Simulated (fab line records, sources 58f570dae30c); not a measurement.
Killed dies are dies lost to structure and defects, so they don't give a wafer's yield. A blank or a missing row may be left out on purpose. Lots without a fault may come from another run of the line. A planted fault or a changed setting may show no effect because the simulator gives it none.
Which tool was responsible? -- flow berkeley-cmos170 -- 21 wafers from 7 lots sampled at 2 of the route's 331 steps

WHAT THE GAUGES READ, wafer by wafer
UCB170_PVT_TW_MEAS_09.
lot,measured,on,PVT_TW
L802,day 7 02:31,film-metro-02,508 508 508
L803,day 7 07:37,film-metro-02,507 507 509
L808,day 8 18:23,film-metro-04,517 518 516
L812,day 9 06:37,film-metro-03,1073 1071 1066 1064 1071 1066
L814,day 9 19:49,film-metro-02,505 508 505
L818,day 10 23:59,film-metro-03,514 513 514
L821,day 11 16:14,film-metro-02,507 505 505

WHAT TOOL EACH LOT RAN ON (gives the tool, then ch and the chambers of the sampled wafers, and finally the start)
lot,UCB170_PVT_IMPLANT_07
L802,"implanter-01 ch 0, day 7 02:16"
L803,"implanter-04 ch 0, day 7 07:22"
L808,"implanter-01 ch 0, day 8 18:09"
L812,"implanter-01 ch 0, day 9 06:22"
L814,"implanter-04 ch 0, day 9 19:34"
L818,"implanter-04 ch 0, day 10 23:46"
L821,"implanter-04 ch 0, day 11 15:59"
- UCB170_PVT_IMPLANT_07

THE ANSWER, worked out from the rows above alone
Rule: usual is defined by the lots themselves. The widest of any qualifying gaps counts: lots, ordered by their means at a reading, are off when they make up no more than a third of the lots, leave a main group of 4 or more, and stand apart from it by 3 or more times the standard deviation of that group's means. Not used: any main group whose means are identical at the precision the tables above print for the reading. Also off: a lot with no number at a reading for which 4 or more lots have one. Where the step has rows for the other lots, those lots are counted as sound.
Off: L812, at UCB170_PVT_TW_MEAS_09 (PVT_TW). Mean 510 and standard deviation 4.2 in the main group.
A tool fits if, at a process step before that reading, it ran every lot that is off, and no sound lot after the first of them. Gauges at UCB170_PVT_TW_MEAS_09: tried the same way as those tools. One fits: implanter-01 at UCB170_PVT_IMPLANT_07. A fault onset in the window from L808 (day 8 18:09, its last sound lot) to L812 (day 9 06:22, its first lot off) fits.

WHAT WAS PUT IN BY THE SIMULATOR
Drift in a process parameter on implanter-01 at UCB170_PVT_IMPLANT_07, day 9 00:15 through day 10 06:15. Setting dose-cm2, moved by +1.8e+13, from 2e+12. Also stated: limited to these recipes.
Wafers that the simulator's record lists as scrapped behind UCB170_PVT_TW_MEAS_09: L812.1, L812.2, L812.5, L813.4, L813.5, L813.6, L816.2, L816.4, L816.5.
Shown lots that were struck: L812. The rule above reached the same finding.
